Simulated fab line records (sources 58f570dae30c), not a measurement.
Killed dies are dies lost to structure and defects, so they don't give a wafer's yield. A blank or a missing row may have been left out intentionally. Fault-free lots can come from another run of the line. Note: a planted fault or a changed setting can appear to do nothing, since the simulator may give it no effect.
A lot that was struck, set against a sound lot -- flow berkeley cmos170 -- 16 steps out of a route of 331
Sound: these wafers, L842.2, L842.3, L842.6. Struck: wafers L851.1, L851.6. (L851.5 of the same lot was not struck and is left out.) The cause comes at the end.
For every step that has rows: the tool of each side, followed by ch and its chambers, followed by its first start. Under that, the readings that differ: sound wafers -- struck wafers -- difference of the means -- sigmas: that difference in standard deviations of wafers without a fault.
alike: same words and numbers on both sides, and readings whose means sit less than 2 such deviations apart. not compared: any withheld reading, any reading some wafer has no value for, any bound like >300 that may hide the same value, and any number with overlapping values for which the record gives no deviation.
Wherever a step has rows on one side only, a row that says differs or no value, or a row with sigmas, the two part there. Non-overlapping numbers with no deviation appear without sigmas and do not part them. A reading that every wafer of one side lacks parts them only if that side has two wafers or more.

UCB170_V1_CMP_02: polishes SiO2.
  sound on cmp-02 ch 0,2,3, day 8 03:40; struck on cmp-01 ch 2,3, day 10 04:58
  alike: motor current A
UCB170_V1_BOW_MEAS_03:
  sound on film metro-04, day 8 03:53; struck on film metro-04, day 10 05:10
  alike: V1_BOW
UCB170_V1_THK_MEAS_04:
  sound on film metro-04, day 8 03:59; struck on film metro-04, day 10 05:17
  alike: V1_POLISHED_THK
then, 7 steps without rows for these wafers: UCB170_V1_CLEAN_05 (cleans in DIW); UCB170_V1_HMDS_06 (prime time 60 s); UCB170_V1_COAT_07 (resist thk 900 nm); UCB170_V1_SOFTBAKE_08 (time 60 s); UCB170_V1_EXPOSE_09 (exposes mask VIA1, target cd 700 nm); UCB170_V1_PEB_10; UCB170_V1_DEVELOP_11 (develop time 47.2 s).
UCB170_V1_CD_MEAS_12: target cd 700 nm.
  sound on cd sem-02, day 8 06:55; struck on cd sem-01, day 10 08:47
  alike: cd nm
UCB170_V1_OVL_MEAS_13:
  sound on overlay-02, day 8 07:01; struck on overlay-01, day 10 08:55
  alike: V1_OVL
UCB170_V1_ETCH_14: etches SiO2 in CHF3/CF4/Ar, stops on Al, target depth 1250 nm, time 291 s.
  sound on rie diel-02 ch 0,1,3, day 8 07:02; struck on rie diel-04 ch 0, day 10 08:56
reading,sound,struck,difference,sigmas
drypump motor current A (A),4.8 5.9 5.7,6.7 6.7,+1.2,+2
oes product au (a.u.),0.886 0.867 0.878,0.970 0.984,+0.100,+8
run length s (s),318.6 319.2 319.2,289.2 289.1,-29.9,-53
model.KrF_of_V1_COAT_07.thk nm (nm),608.9 613.1 608.3,635.9 635.1,+25.4,
  alike: throttle valve pct
  not compared: rf hours counter h
UCB170_V1_STRIP_15: strips in O2.
  sound on plasma asher-02 ch 0,1, day 8 07:13; struck on plasma asher-01 ch 0, day 10 09:07
reading,sound,struck,difference,sigmas
strip time to endpoint s (s),15.29 15.38 15.28,15.85 15.83,+0.52,+7
  alike: drypump motor current A, oes product au
  not compared: rf hours counter h
UCB170_V1_CD_MEAS_90: target cd 700 nm.
  sound on cd sem-02, day 8 07:38; struck on cd sem-02, day 10 09:13
  alike: cd nm
then, 1 step without rows for these wafers: UCB170_M3_PROBE_99.

## WHERE THEY PART
At UCB170_V1_ETCH_14 first; at UCB170_V1_STRIP_15 last (within this record only). Later steps at which nothing parts them and some readings are alike: UCB170_V1_CD_MEAS_90.

WHY: the cause the simulator had injected
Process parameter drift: rie diel-04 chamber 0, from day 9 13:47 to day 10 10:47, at UCB170_V1_ETCH_14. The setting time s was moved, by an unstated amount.
